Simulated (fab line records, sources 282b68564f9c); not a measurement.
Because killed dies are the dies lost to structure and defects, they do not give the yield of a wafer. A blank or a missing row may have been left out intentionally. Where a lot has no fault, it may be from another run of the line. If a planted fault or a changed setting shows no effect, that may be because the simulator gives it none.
fab line records | flow ritCmos
record: lots: 14 wafers: 42 lastDay: 7
route steps=202 shown CONTACT@179 M1@202
lots untouched by any fault: they come from a run of this same line in which no faults occurred
startH: hours from the record's first day to the start of the lot's first wafer shown | waitH: hours elapsed since this lot's preceding step | " the same as in the row above | L1.1+2: one row covering several wafers at once | - no value, or no start was given | * or withheld: withheld | < > ~ a bound
route shown NAME@n: NAME is a module with steps in the file, n the number in the route of the first one | usual: mean and standard deviation over wafers with no fault | same: alike in all rows | chamber/n: place in a boat | sites: readings site by site | _std_site: the standard deviation of these | _edge_site: outer sites' mean less inner sites' | radiusMm: how far each site lies from the wafer's centre | mask NAME#n: copy n | behind: the tool/chamber that last shaped the wafer | hold: the reason the lot was held/the length of the hold in hours/how it ended | device: names the non-switching transistor (n, p or np) | end of line: the tests these same wafers got at the end of their route | for a step that has no rows: nothing shown but its recipe | killed: dies that structure and defects cost at the first sort, which is not the same as the wafer's yield | map: dies across one wafer; x = killed, . = not, _ = none there
set.NAME: the run value of the setting; set.NAME@STEP: its run value at that earlier step | model.NAME: the simulator's own value behind a step, which no gauge read
a sample of lots followed through the steps of the route, with each step as a table and each wafer as a row
services: when a tool's chamber went out of use (startH, in hours from the record's first day, below 0 if earlier), for how many hours, and the reason
== steps ==
step: RIT_CONTACT_ETCH_11
recipe: targetDepthA: 4800 overEtchFrac: 0.2 stopOn: TiSi2 chemistry: CHF3/CF4/Ar target: SiO2 CHF3_flow_sccm: 50 cf4FlowSccm: 10 Ar_flow_sccm: 100 O2_flow_sccm: 5 pressureMtorr: 100 rfW: 200 timeS: 320
usual: drypumpMotorCurrentA: 5.8/0.41 oesProductAu: 0.991/0.02 runLengthS: 348.5/0.46 throttleValvePct: 8.82/0.081
columns lot.wafer tool chamber startH waitH drypumpMotorCurrentA oesProductAu rfHoursCounterH runLengthS throttleValvePct
L449.1 rieDiel-03 1 54.40 0.1 6.0 0.962 9 349.3 8.81
L449.3 " 0 " " 5.6 1.024 4 347.8 8.84
L449.4 " 3 " " 4.9 0.984 69 348.6 8.84
L450.2 rieDiel-02 0 59.93 0.1 5.7 0.986 59 347.3 8.85
L450.4 " 3 " " 5.7 0.992 132 348.4 8.72
L450.5 " 1 " " 5.6 0.984 - 348.7 9.01
L452.3 rieDiel-03 0 72.09 0.1 5.6 1.019 5 347.7 8.83
L452.4 " 1 " " 6.0 0.972 9 348.8 8.82
L452.6 " 1 " " 6.0 0.975 - 349.3 8.79
L453.1 rieDiel-04 0 74.98 0.1 6.2 1.019 130 347.9 8.80
L453.4 " 3 " " 5.8 0.975 29 348.2 8.94
L453.5 " 0 " " 6.2 1.016 - 348.4 8.82
L454.2 rieDiel-04 2 78.47 0.1 6.3 0.960 135 400.3 8.67
L454.3 " 0 " " 6.2 1.019 130 347.9 8.82
L454.5 " 3 " " 5.7 0.971 - 348.1 8.95
L455.2 rieDiel-02 1 84.14 0.1 5.6 0.986 135 348.1 8.99
L455.4 " 0 " " 5.6 0.985 59 347.8 8.85
L455.5 " 2 " " 5.6 0.994 - 348.5 8.82
L458.1 rieDiel-04 2 102.36 0.1 6.3 0.956 136 400.6 8.67
L458.2 " 3 " " 5.8 0.965 29 348.5 8.95
L458.4 " 1 " " 6.2 0.997 72 348.3 8.72
L462.2 rieDiel-03 1 120.99 0.1 6.0 0.966 10 348.8 8.80
L462.3 " 2 " " 5.8 0.986 129 348.9 8.91
L462.4 " 3 " " 4.9 0.987 70 348.7 8.85
L464.1 rieDiel-03 0 130.82 0.1 5.6 1.015 6 347.7 8.82
L464.3 " 1 " " 6.0 0.966 10 349.0 8.81
L464.5 " 3 " " 4.8 0.984 - 348.8 8.84
L465.1 rieDiel-03 1 137.98 0.1 6.0 0.968 10 349.3 8.82
L465.4 " 2 " " 5.8 0.978 130 349.3 8.91
L465.5 " 1 " " 6.0 0.971 - 348.7 8.82
L466.1 rieDiel-03 3 142.93 0.1 4.9 0.987 71 348.7 8.85
L466.4 " 1 " " 6.0 0.975 11 349.1 8.80
L466.6 " 1 " " 6.0 0.970 - 348.8 8.82
L468.1 rieDiel-03 1 148.24 0.1 6.0 0.965 11 348.8 8.81
L468.2 " 0 " " 5.6 1.027 7 347.7 8.83
L468.4 " 2 " " 5.8 0.978 130 349.2 8.91
L469.1 rieDiel-04 1 157.75 0.1 6.2 1.012 73 348.7 8.73
L469.2 " 2 " " 6.3 0.968 137 348.7 8.68
L469.5 " 0 " " 6.2 1.021 - 348.6 8.82
L471.2 rieDiel-04 0 165.27 0.1 6.2 1.022 132 348.4 8.81
L471.3 " 2 " " 6.3 0.972 137 348.4 8.68
L471.5 " 2 " " 6.3 0.974 - 348.2 8.67
step: RIT_M1_PROBE_99
usual: killedAtContacts: 0.1/0.25 killedAtFrontEnd: 6.3/2.9 killedDies: 6.4/2.8 killedOpen: 3.3/2 killedShort: 3.1/2
same: grossDies: 264 killed_at_M0_to_M3: 0 killed_at_M4_up: 0 killedAtBackSide: 0 killedAtOther: 0
columns lot.wafer tool chamber startH waitH killedAtContacts killedAtFrontEnd killedDies killedOpen killedShort
L450.2 prober-01 - 65.21 0.1 0 3 3 1 2
L450.4 prober-01 - 65.31 0.2 0 6 6 4 2
L450.5 prober-01 - 65.36 0.2 0 7 7 5 2
L455.2 prober-01 - 89.24 0.1 0 3 3 2 1
L455.4 prober-01 - 89.34 0.2 0 9 9 5 4
L455.5 prober-01 - 89.39 0.2 0 5 5 2 3
L471.2 prober-02 - 170.30 0.1 0 5 5 2 3
L471.3 prober-02 - 170.35 0.2 0 9 9 7 2
L471.5 prober-02 - 170.45 0.2 0 4 4 2 2
killed by level:class
L450.2 REOX:geometricParticle:open=1 REOX:geometricParticle:short=1 SPACER:geometricParticle:short=1
L450.4 GATE:geometricParticle:open=2 GATE:geometricParticle:short=1 REOX:geometricParticle:open=1 REOX:geometricParticle:short=1 SPACER:geometricParticle:open=1
L450.5 FOX2:geometricParticle:open=3 REOX:geometricParticle:open=2 FOX1:geometricParticle:short=1 GATE:geometricParticle:short=1
L455.2 GATE:geometricParticle:open=2 REOX:geometricParticle:short=1
L455.4 GATE:geometricParticle:open=2 GATE:geometricParticle:short=2 REOX:geometricParticle:open=2 FOX1:geometricParticle:open=1 FOX2:geometricParticle:short=1 REOX:geometricParticle:short=1
L455.5 FOX2:geometricParticle:short=2 GATE:geometricParticle:open=1 GATE:geometricParticle:short=1 REOX:geometricParticle:open=1
L471.2 FOX1:geometricParticle:open=1 GATE:geometricParticle:short=1 REOX:geometricParticle:short=1 REOX:geometricParticle:open=1 SILICIDE:geometricParticle:short=1
L471.3 FOX1:geometricParticle:open=3 GATE:geometricParticle:open=2 FOX1:geometricParticle:short=1 REOX:geometricParticle:open=1 SPACER:geometricParticle:short=1 SILICIDE:geometricParticle:open=1
L471.5 REOX:geometricParticle:open=1 REOX:geometricParticle:short=1 SILICIDE:geometricParticle:short=1 SILICIDE:geometricParticle:open=1
== services ==
columns tool chamber startH hours kind
rieDiel-03 3 55.04 15.0 repair
rieDiel-04 - 65.34 1.1 repair
rieDiel-03 1 81.72 18.8 repair
rieDiel-02 0 86.29 11.5 repair
rieDiel-03 - 97.19 2.8 pm
rieDiel-03 2 107.50 12.0 repair
rieDiel-02 - 108.33 0.2 repair
rieDiel-04 1 164.75 4.5 repair
== key ==
firstSign: step: RIT_CONTACT_ETCH_11 reading: runLengthS direction: up sigmas: 99+ usual: * struck: *
effect none on later readings
metAt RIT_CONTACT_ETCH_11
struckLots L454,L458
struckWafers L454.2,L458.1
testerLeftOut L454,L458
fault: kind: processParameterDrift tool: rieDiel-04 chamber: 2 onsetH: 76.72 steps: RIT_CONTACT_ETCH_11 channel: timeS offset: * shape: step endH: 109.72 actsIn: * stated: *
testerLeftOut: of these lots the tester's yield and bins aren't shown, on N5 and GAA mostly nor the transistor test; their killed dies are dies lost to structure and defects alone, not to doping, threshold or leakage, so they don't give the yield
